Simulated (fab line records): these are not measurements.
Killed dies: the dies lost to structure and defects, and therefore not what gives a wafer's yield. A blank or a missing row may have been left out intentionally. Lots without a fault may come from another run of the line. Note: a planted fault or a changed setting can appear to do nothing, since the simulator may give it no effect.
A struck lot beside a sound one :: flow rit_cmos :: 43 out of 202 route steps
Sound: wafers L653.1, L653.4, L653.5. Wafers L658.1, L658.2, L658.6 were the ones struck. At the end, the cause is stated.
Per side, at each step with rows, come the tool, then ch with its chambers, and then its first start. Under that, the readings that differ: sound wafers :: struck wafers :: difference of the means :: sigmas: that difference in standard deviations of wafers without a fault.
alike: words and numbers the same on both sides, and readings whose means are apart by under 2 such deviations; not compared: readings that were withheld, readings missing a value for some wafer, numbers with overlapping values and no deviation given by the record, and bounds like >300 which may hide the same value.
A row with sigmas, a row that says differs or no value, or rows on one side alone: a step with any of these is where the two part. Numbers that have no deviation but don't overlap get no sigmas and don't part them. A reading that every wafer of one side lacks parts them only if that side has two wafers or more.

first, 1 step without rows for these wafers: RIT_NLDD_IMPLANT_08.
RIT_NLDD_STRIP_09: strips in O2, time 180 s.
  sound on plasma_asher-01 ch 0,1, day 3 10:14; struck on plasma_asher-02 ch 0,1, day 4 14:49
  alike: drypump_motor_current_A
  not compared: rf_hours_counter_h
RIT_NLDD_TW_MEAS_10:
  sound on film_metro-01 at day 3 10:25; struck on film_metro-01 at day 4 15:00
  alike: NLDD_TW
then, 6 steps without rows for these wafers: RIT_PLDD_HMDS_00 (prime time 60 s); RIT_PLDD_COAT_01 (resist thk 1000 nm); RIT_PLDD_SOFTBAKE_02 (time 60 s); RIT_PLDD_EXPOSE_03 (exposes mask M8, target cd 40900 nm); RIT_PLDD_PEB_04; RIT_PLDD_DEVELOP_05 (develop time 50 s).
RIT_PLDD_OVL_MEAS_06:
  sound on overlay-02 at day 3 11:22; struck on overlay-01 at day 4 16:02
  alike: PLDD_OVL
then, 2 steps without rows for these wafers: RIT_PLDD_HARDBAKE_07 (time 60 s); RIT_PLDD_IMPLANT_08.
RIT_PLDD_STRIP_09: strips in O2, time 180 s.
  sound on plasma_asher-02 ch 0,1, day 3 11:42; struck on plasma_asher-02 ch 0,1, day 4 16:22
  alike: drypump_motor_current_A
  not compared: rf_hours_counter_h
RIT_PLDD_TW_MEAS_10:
  sound on film_metro-01 at day 3 11:53; struck on film_metro-02 at day 4 16:32
  alike: PLDD_TW
then, 4 steps without rows for these wafers: RIT_SPACER_CLEAN_00 (cleans in SC1, time 600 s); RIT_SPACER_CLEAN_01 (cleans in dHF, time 30 s); RIT_SPACER_CLEAN_02 (cleans in SC2, time 600 s); RIT_SPACER_CVD_03 (deposits Si3N4 from SiH2Cl2/NH3, target thk 250 nm, time 3300 s).
RIT_SPACER_THK_MEAS_04:
  sound on film_metro-03 at day 3 15:24; struck on film_metro-04 at day 4 18:53
  alike: SPACER_NITRIDE_THK
RIT_SPACER_ETCHBACK_05: etches Si3N4 in SF6/CHF3, stops on SiO2, target depth 250 nm, time 240 s.
  sound on rie_diel-01 ch 2,3, day 3 15:28; struck on rie_diel-03 ch 0,1,2, day 4 18:57
  alike: drypump_motor_current_A, oes_product_au, throttle_valve_pct
  not compared: rf_hours_counter_h
then, 6 steps without rows for these wafers: RIT_NSD_HMDS_00 (prime time 60 s); RIT_NSD_COAT_01 (resist thk 1000 nm); RIT_NSD_SOFTBAKE_02 (time 60 s); RIT_NSD_EXPOSE_03 (exposes mask M9, target cd 40700 nm); RIT_NSD_PEB_04; RIT_NSD_DEVELOP_05 (develop time 50 s).
RIT_NSD_OVL_MEAS_06:
  sound on overlay-02 at day 3 16:37; struck on overlay-01 at day 4 19:57
  alike: NSD_OVL
then, 2 steps without rows for these wafers: RIT_NSD_HARDBAKE_07 (time 60 s); RIT_NSD_IMPLANT_08.
RIT_NSD_STRIP_09: strips in O2, time 180 s.
  sound on plasma_asher-03 ch 0,1, day 3 16:58; struck on plasma_asher-03 ch 0,1, day 4 20:17
  alike: drypump_motor_current_A
  not compared: rf_hours_counter_h
RIT_NSD_TW_MEAS_10:
  sound on film_metro-01 at day 3 17:08; struck on film_metro-02 at day 4 20:28
  alike: NSD_TW
then, 6 steps without rows for these wafers: RIT_PSD_HMDS_00 (prime time 60 s); RIT_PSD_COAT_01 (resist thk 1000 nm); RIT_PSD_SOFTBAKE_02 (time 60 s); RIT_PSD_EXPOSE_03 (exposes mask M10, target cd 40900 nm); RIT_PSD_PEB_04; RIT_PSD_DEVELOP_05 (develop time 50 s).
RIT_PSD_OVL_MEAS_06:
  sound on overlay-02 at day 3 18:04; struck on overlay-02 at day 4 21:22
  alike: PSD_OVL
then, 2 steps without rows for these wafers: RIT_PSD_HARDBAKE_07 (time 60 s); RIT_PSD_IMPLANT_08.
RIT_PSD_STRIP_09: strips in O2, time 180 s.
  sound on plasma_asher-01 ch 0,1, day 3 18:30; struck on plasma_asher-01 ch 0,1, day 4 21:43
  alike: drypump_motor_current_A
  not compared: rf_hours_counter_h
RIT_PSD_TW_MEAS_10:
  sound on film_metro-02 at day 3 18:40; struck on film_metro-03 at day 4 21:53
reading: PSD_TW
sound: 3356 3376 3362
struck: 3429 3432 3443
difference: +70
sigmas: +2
RIT_M1_PROBE_99:
  sound on prober-01 at day 4 02:25; struck on prober-02 at day 5 06:16
reading: killed_at_front_end
sound: 7 3 5
struck: 41 26 52
difference: +35
sigmas: +11

reading: killed_dies
sound: 7 3 5
struck: 41 26 52
difference: +35
sigmas: +11

reading: killed_on_rim
sound: 3 0 2
struck: 8 8 11
difference: +7
sigmas: +5
  alike: killed_at_contacts, killed_open, killed_short

WHERE THEY PART
Last at RIT_M1_PROBE_99 as far as this record goes, first at RIT_PSD_TW_MEAS_10.

WHY: what had been put in by the simulator
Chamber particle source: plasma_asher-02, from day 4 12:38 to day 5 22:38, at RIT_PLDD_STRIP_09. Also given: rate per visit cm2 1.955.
